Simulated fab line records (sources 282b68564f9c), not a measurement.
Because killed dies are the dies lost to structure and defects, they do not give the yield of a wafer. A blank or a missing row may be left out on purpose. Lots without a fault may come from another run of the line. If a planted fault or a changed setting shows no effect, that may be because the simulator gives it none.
A lot that was struck, set against a sound lot    flow ritCmos    22 steps out of a route of 202
Sound: wafers L939.4, L939.5, L939.6. Struck: wafers L948.1, L948.4, L948.6. The cause is named last.
Order at every step that has rows: each side's tool, ch and its chambers, its first start. Under that, the readings that differ: sound wafers    struck wafers    difference of the means    sigmas: that difference in standard deviations of wafers without a fault.
alike: readings whose means differ by less than 2 such deviations, and words and numbers that are the same on both sides. not compared: withheld readings, readings that some wafer has no value for, bounds like >300 that may hide the same value, and numbers for which the record gives no deviation and whose values overlap.
The two part at a step that has a row with sigmas, a row that says differs or no value, or rows on one side only. Numbers that have no deviation but don't overlap get no sigmas and don't part them. A reading that every wafer of one side lacks parts them only if that side has two wafers or more.

first, 6 steps without rows for these wafers: RIT_PSD_HMDS_00 (prime time 60 s); RIT_PSD_COAT_01 (resist thk 1000 nm); RIT_PSD_SOFTBAKE_02 (time 60 s); RIT_PSD_EXPOSE_03 (exposes mask M10, target cd 40900 nm); RIT_PSD_PEB_04; RIT_PSD_DEVELOP_05 (develop time 50 s).
RIT_PSD_OVL_MEAS_06:
  sound: overlay-01 at day 4 00:07; struck: overlay-02 at day 5 17:23
  alike: PSD_OVL
then, 2 steps without rows for these wafers: RIT_PSD_HARDBAKE_07 (time 60 s); RIT_PSD_IMPLANT_08.
RIT_PSD_STRIP_09: strips in O2, time 180 s.
  sound on plasmaAsher-01 ch 0,1, day 4 00:29; struck on plasmaAsher-03 ch 0,1, day 5 17:44
  alike: drypumpMotorCurrentA
  not compared: rfHoursCounterH
RIT_PSD_TW_MEAS_10:
  sound: filmMetro-04 at day 4 00:38; struck: filmMetro-03 at day 5 17:54
  alike: PSD_TW
then, 1 step without rows for these wafers: RIT_SDANNEAL_CLEAN_00 (cleans in SC1, time 600 s).
RIT_SDANNEAL_CLEAN_01: cleans in dHF, time 30 s.
  sound on wetBench-02 ch 0, day 4 00:51; struck on wetBench-02 ch 1, day 5 18:08
reading                                     sound            struck             difference  sigmas
runLengthS (s)                              57.3 57.3 57.3   183.5 183.5 183.5  +126.2      +45
model.SiO2_of_FOX2_OXIDATION_00.thkNm (nm)  154.2 154 154.1  111.4 117 117.9    -38.7       
then, 1 step without rows for these wafers: RIT_SDANNEAL_CLEAN_02 (cleans in SC2, time 600 s).
RIT_SDANNEAL_RTA_03: time 5 s.
  sound on rtpAnneal-01 ch 0, day 4 01:05; struck on rtpAnneal-02 ch 0, day 5 18:21
  alike: wafer_temp_C_max
RIT_SDANNEAL_RS_MEAS_04: measurement is done with a four-point probe.
  sound: filmMetro-01 at day 4 01:10; struck: filmMetro-01 at day 5 18:25
  alike: PSD_RS
RIT_SDANNEAL_RS_MEAS_05: measurement is done with a four-point probe.
  sound: filmMetro-01 at day 4 01:17; struck: filmMetro-01 at day 5 18:32
  alike: NSD_RS
RIT_SDANNEAL_RS_MEAS_06: measurement is done with a four-point probe.
  sound: filmMetro-01 at day 4 01:24; struck: filmMetro-01 at day 5 18:39
  alike: PLDD_RS
RIT_SDANNEAL_RS_MEAS_07: measurement is done with a four-point probe.
  sound: filmMetro-01 at day 4 01:31; struck: filmMetro-01 at day 5 18:46
  alike: NLDD_RS
RIT_SILICIDE_WET_ETCH_00: etches SiO2 in BOE, target depth 14 nm, time 15 s.
  sound on wetBench-01 ch 3, day 4 01:35; struck on wetBench-01 ch 0, day 5 18:53
reading                                     sound              struck             difference  sigmas
model.SiO2_of_FOX2_OXIDATION_00.thkNm (nm)  138.7 138.4 138.5  95.88 101.5 102.5  -38.57      
RIT_SILICIDE_SPUTTER_01: material Ti, target thk 30 nm, time 240 s.
  sound: pvdSputter-01 at day 4 01:36; struck: pvdSputter-01 at day 5 18:54
reading              sound                 struck                difference  sigmas
cathodeDcPowerW (W)  355.39 355.32 355.34  355.23 355.13 355.27  -0.14       -2
  alike: throttleValvePct
RIT_M1_PROBE_99:
  sound: prober-01 at day 4 08:51; struck: prober-02 at day 6 02:20
  alike: killedAtContacts, killedAtFrontEnd, killedDies, killedOpen, killedShort

== WHERE THEY PART ==
At RIT_SDANNEAL_CLEAN_01 first; at RIT_SILICIDE_SPUTTER_01 last (within this record only). Later steps at which nothing parts them and some readings are alike: RIT_M1_PROBE_99.

WHY: the cause the simulator had injected
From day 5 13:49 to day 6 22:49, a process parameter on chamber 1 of wetBench-02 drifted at RIT_SDANNEAL_CLEAN_01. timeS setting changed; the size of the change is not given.
